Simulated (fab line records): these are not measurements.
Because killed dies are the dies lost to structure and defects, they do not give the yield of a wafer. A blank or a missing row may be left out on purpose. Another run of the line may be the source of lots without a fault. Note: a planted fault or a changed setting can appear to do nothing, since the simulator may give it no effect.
A struck lot beside a sound one || flow rit_cmos || 17 out of 202 route steps
Sound: wafers L928.1, L928.2, L928.6. Wafers L937.1, L937.2, L937.3 were the ones struck. The cause is named last.
Order at every step that has rows: each side's tool, ch and its chambers, its first start. Under that, the readings that differ: sound wafers || struck wafers || difference of the means || sigmas: that difference in standard deviations of wafers without a fault.
alike: a reading whose means differ by less than 2 such deviations, as well as words and numbers matching on both sides. not compared: withheld readings; readings where some wafer has no value; bounds like >300 that might hide an equal value; numbers whose values overlap and for which the record gives no deviation.
Wherever a step has rows on one side only, a row that says differs or no value, or a row with sigmas, the two part there. When numbers do not overlap yet have no deviation, they are printed without sigmas and do not part them. A reading missing from all wafers of one side parts the sides only when that side holds two or more wafers.

RIT_NWELL_TW_MEAS_10:
  sound on film_metro-02, day 2 07:04; struck on film_metro-04, day 4 05:26
{"reading": "NWELL_TW", "sound": "2174 2170 2176", "struck": "2133 2130 2127", "difference": -43, "sigmas": -3}
then, 6 steps without rows for these wafers: RIT_PWELL_HMDS_00 (prime time 60 s); RIT_PWELL_COAT_01 (resist thk 1300 nm); RIT_PWELL_SOFTBAKE_02 (time 60 s); RIT_PWELL_EXPOSE_03 (exposes mask M3, target cd 43700 nm); RIT_PWELL_PEB_04; RIT_PWELL_DEVELOP_05 (develop time 68 s).
RIT_PWELL_OVL_MEAS_06:
  sound on overlay-01, day 2 08:07; struck on overlay-01, day 4 06:22
  alike: PWELL_OVL
then, 2 steps without rows for these wafers: RIT_PWELL_HARDBAKE_07 (time 120 s); RIT_PWELL_IMPLANT_08.
RIT_PWELL_STRIP_09: strips in O2, time 180 s.
  sound on plasma_asher-02 ch 0,1, day 2 08:34; struck on plasma_asher-02 ch 0,1, day 4 06:49
  alike: drypump_motor_current_A
  not compared: rf_hours_counter_h
RIT_PWELL_TW_MEAS_10:
  sound on film_metro-04, day 2 08:44; struck on film_metro-04, day 4 06:59
  alike: PWELL_TW
RIT_WELLDRIVE_ANNEAL_00: time 14700 s.
  sound on furnace-03 ch 0, day 2 08:48; struck on furnace-04 ch 0, day 4 07:02
{"reading": "run_length_s (s)", "sound": "18276 18276 18276", "struck": "23403 23403 23403", "difference": "+5127", "sigmas": "+99 or more"}
  alike: spike_tc_centre_C, zone_power_load_pct
RIT_WELLDRIVE_RS_MEAS_01: measures by four-point-probe.
  sound on film_metro-02, day 2 13:53; struck on film_metro-01, day 4 12:07
{"reading": "NWELL_RS (ohm/sq)", "sound": "274.7 274.4 275.0", "struck": "262.1 261.9 261.9", "difference": -12.7, "sigmas": -15}
RIT_WELLDRIVE_RS_MEAS_02: measures by four-point-probe.
  sound on film_metro-02, day 2 14:00; struck on film_metro-01, day 4 12:14
{"reading": "PWELL_RS (ohm/sq)", "sound": "431.4 431.7 430.4", "struck": "412.9 412.5 412.8", "difference": -18.4, "sigmas": -17}
then, 1 step without rows for these wafers: RIT_NRETRO_HMDS_00 (prime time 60 s).
RIT_M1_PROBE_99:
  sound on prober-01, day 3 20:55; struck on prober-01, day 5 18:58
{"reading": "model.etest.nwell_pinched.rs_ohm_sq", "sound": "331.8 332.5 335.5", "struck": "312.8 316.6 317.3", "difference": -17.7, "sigmas": ""}
{"reading": "model.etest.pwell_pinched.rs_ohm_sq", "sound": "451.9 458.7 457.3", "struck": "436.7 437.4 430.5", "difference": -21.1, "sigmas": ""}
{"reading": "model.etest.pwell.rs_ohm_sq", "sound": "411.8 417.3 417.3", "struck": "400.1 393.8 389.8", "difference": -20.9, "sigmas": ""}
{"reading": "model.etest.field_n.vt_v (V)", "sound": "34.08 34.84 34.44", "struck": "31.85 32.99 33.15", "difference": -1.79, "sigmas": ""}
{"reading": "model.etest.iso_nwell_nwell.bv_v (V)", "sound": "21.88 22.26 21.81", "struck": "22.7 23.08 23.11", "difference": "+1.0", "sigmas": ""}
{"reading": "model.etest.field_p.vt_v (V)", "sound": "-12.96 -12.86 -12.88", "struck": "-13.3 -13.29 -13.38", "difference": -0.4, "sigmas": ""}
{"reading": "model.etest.diode_pplus_nwell.bv_v (V)", "sound": "6.418 6.44 6.527", "struck": "6.783 6.869 6.787", "difference": "+0.351", "sigmas": ""}
{"reading": "model.etest.diode_nplus_pwell.bv_v (V)", "sound": "5.899 5.873 5.859", "struck": "6.158 6.161 6.134", "difference": "+0.274", "sigmas": ""}
  alike: killed_at_front_end, killed_dies, killed_open, killed_short

== WHERE THEY PART ==
First at RIT_NWELL_TW_MEAS_10; last, within this record, at RIT_WELLDRIVE_RS_MEAS_02. Later steps at which nothing parts them and some readings are alike: RIT_M1_PROBE_99.

WHY: what the simulator had put in
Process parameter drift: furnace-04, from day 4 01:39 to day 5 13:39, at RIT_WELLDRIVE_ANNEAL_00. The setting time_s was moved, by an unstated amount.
